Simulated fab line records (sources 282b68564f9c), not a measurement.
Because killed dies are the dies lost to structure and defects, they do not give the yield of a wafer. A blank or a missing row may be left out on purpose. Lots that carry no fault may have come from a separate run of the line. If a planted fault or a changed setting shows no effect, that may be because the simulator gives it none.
2 desks, one fault    flow ritCmos    only its own numbers are on each desk; what lay behind them is given at the end

DESK OF THE TOOL OWNER: implanter-02
The tool's own readings at RIT_NLDD_IMPLANT_08: means of the sampled wafers that have a number, for each lot that ran on this tool. Any lot whose mean is over 4 standard deviations away from the usual mean is out of limits and marked OUT; that distance is given in the brackets.
Columns: A = beamOnS at RIT_NLDD_IMPLANT_08, usual 9.98 s; B = endStationPressureTorr at RIT_NLDD_IMPLANT_08, usual 6.23e-06 Torr; C = faradayCurrentUA at RIT_NLDD_IMPLANT_08, usual 1575
lot   first seen here  A                B         C
L895  day 3 15:02      10.05            6.25e-06  1570
L897  day 4 00:29      10.01            6.09e-06  1571
L899  day 4 10:02      9.86             6.08e-06  1592
L902  day 5 01:11      9.92             6.40e-06  1585
L908  day 6 05:55      14.28 (+20) OUT  5.96e-06  1101 (-14) OUT
L910  day 6 16:46      14.46 (+21) OUT  6.26e-06  1086 (-15) OUT
This desk's finding: out of limits on L908, L910; first on L908, day 6 05:55 (beamOnS at RIT_NLDD_IMPLANT_08). In limits: L895, L897, L899, L902.

THE METROLOGY DESK
Means of the sampled wafers that have a number, per lot and without regard to the tool the lot ran on: this is what the gauges read. Any lot whose mean is over 4 standard deviations away from the usual mean is out of limits and marked OUT; that distance is given in the brackets.
Columns: A = NLDD_TW at RIT_NLDD_TW_MEAS_10, usual 2488; B = NLDD_RS at RIT_SDANNEAL_RS_MEAS_07, usual 151.4 ohm/sq
lot   first seen here  A               B
L891  day 3 03:02      2499            151.3
L893  day 3 09:08      2505            151.2
L894  day 3 11:02      2506            151.6
L895  day 3 15:20      2491            151.3
L897  day 4 00:47      2498            151.2
L899  day 4 10:20      2470            150.7
L901  day 4 19:53      2465            151.9
L902  day 5 01:29      2514            152.2
L905  day 5 15:05      2490            151.7
L908  day 6 06:13      2725 (+11) OUT  113.5 (-68) OUT
L910  day 6 17:06      2759 (+13) OUT  113.2 (-68) OUT
L911  day 6 21:13      2481            151.9
L912  day 7 03:37      2464            150.8
L914  day 7 13:10      2461            151.7
Finding of this desk: L908, L910 out of limits, first seen on L908 at day 6 06:13 (NLDD_TW at RIT_NLDD_TW_MEAS_10). In limits: L891, L893, L894, L895, L897, L899, L901, L902, L905, L911, L912, L914.

BROUGHT TOGETHER
An alarm could have come from the tool owner's desk at day 6 05:55, on L908, L910.
At day 6 06:13 the metrology desk could have sounded an alarm, on L908, L910.
RIT_NLDD_IMPLANT_08 was run on implanter-02 by each of the lots named.

WHAT THE SIMULATOR HAD INSERTED
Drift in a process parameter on implanter-02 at RIT_NLDD_IMPLANT_08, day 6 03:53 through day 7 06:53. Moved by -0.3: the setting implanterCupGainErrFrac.
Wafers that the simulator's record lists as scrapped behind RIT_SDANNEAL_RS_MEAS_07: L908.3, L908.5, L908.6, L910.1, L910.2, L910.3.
Shown lots that were struck: L908, L910.
Hours from the fault's start to each desk's first reading out of limits: the tool owner's desk, 2; the metrology desk, 2.
